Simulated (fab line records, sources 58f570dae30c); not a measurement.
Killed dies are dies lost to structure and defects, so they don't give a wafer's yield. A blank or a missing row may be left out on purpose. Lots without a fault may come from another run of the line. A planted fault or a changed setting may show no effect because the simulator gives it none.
A struck lot beside a sound one | flow berkeley_cmos170 | 15 steps out of a route of 331
Sound: wafers L900.1, L900.2, L900.5. Struck: wafers L913.1, L913.3, L913.6. The cause comes at the end.
At each step with rows: each side's tool, then ch and its chambers, then its first start. Under that, the readings that differ: sound wafers | struck wafers | difference of the means | sigmas: that difference in standard deviations of wafers without a fault.
alike: readings whose means differ by less than 2 such deviations, and words and numbers that are the same on both sides. not compared: withheld readings, readings that some wafer has no value for, bounds like >300 that may hide the same value, and numbers for which the record gives no deviation and whose values overlap.
The two part at a step that has a row with sigmas, a row that says differs or no value, or rows on one side only. Numbers that don't overlap but have no deviation are shown without sigmas and don't part them. A reading that every wafer of one side lacks parts them only if that side has two wafers or more.

first, 1 step without rows for these wafers: UCB170_NWELL_OXIDATION_01 (target thk 26.4 nm, ox time 1260 s).
UCB170_NWELL_THK_MEAS_02:
  sound on film_metro-01, day 2 06:22; struck on film_metro-04, day 5 06:01
  alike: NWELL_OXIDE_THK
then, 2 steps without rows for these wafers: UCB170_NWELL_ANNEAL_03 (time 900 s); UCB170_NWELL_CVD_04 (deposits Si3N4 from SiH2Cl2/NH3, target thk 224 nm, time 3360 s).
UCB170_NWELL_THK_MEAS_05:
  sound on film_metro-01, day 2 13:44; struck on film_metro-03, day 5 13:14
  alike: NWELL_NITRIDE_THK
then, 6 steps without rows for these wafers: UCB170_NWELL_HMDS_06 (prime time 60 s); UCB170_NWELL_COAT_07 (resist thk 900 nm); UCB170_NWELL_SOFTBAKE_08 (time 60 s); UCB170_NWELL_EXPOSE_09 (exposes mask NWELL, target cd 3000 nm); UCB170_NWELL_PEB_10; UCB170_NWELL_DEVELOP_11 (develop time 45 s).
UCB170_NWELL_OVL_MEAS_12:
  sound on overlay-02, day 2 15:44; struck on overlay-01, day 5 14:31
  reading        | sound     | struck  | difference | sigmas
  NWELL_OVL (nm) | -6 -1 -11 | 1 10 11 | +13        | +2
UCB170_NWELL_ETCH_13: etches Si3N4 in CH3F/Ar/O2, stops on SiO2, target depth 246.4 nm, time 154 s.
  sound on rie_diel-02 ch 1,3, day 2 15:46; struck on rie_diel-03 ch 0,2, day 5 14:33
  reading                                | sound             | struck            | difference | sigmas
  oes_product_au (a.u.)                  | 0.943 0.944 0.938 | 0.907 0.910 0.914 | -0.031     | -2
  model.KrF_of_NWELL_COAT_07.thk_nm (nm) | 720.8 720.2 717.8 | 714.4 715.9 716.7 | -3.9       |
  alike: chamber_pressure_mTorr, drypump_motor_current_A, throttle_valve_pct
  not compared: rf_hours_counter_h
then, 1 step without rows for these wafers: UCB170_NWELL_IMPLANT_14.
-- the record jumps here: 5 days lie between the struck wafers' starts before and after (it left off in module NWELL and takes up again in module M3, whose first step shown is number 331 of the route) --
UCB170_M3_PROBE_99:
  the record has rows for the struck wafers here (prober-01, day 11 01:17) and none for the sound ones

WHERE THEY PART
First at UCB170_NWELL_OVL_MEAS_12; last, within this record, at UCB170_M3_PROBE_99.

WHY: what the simulator had put in
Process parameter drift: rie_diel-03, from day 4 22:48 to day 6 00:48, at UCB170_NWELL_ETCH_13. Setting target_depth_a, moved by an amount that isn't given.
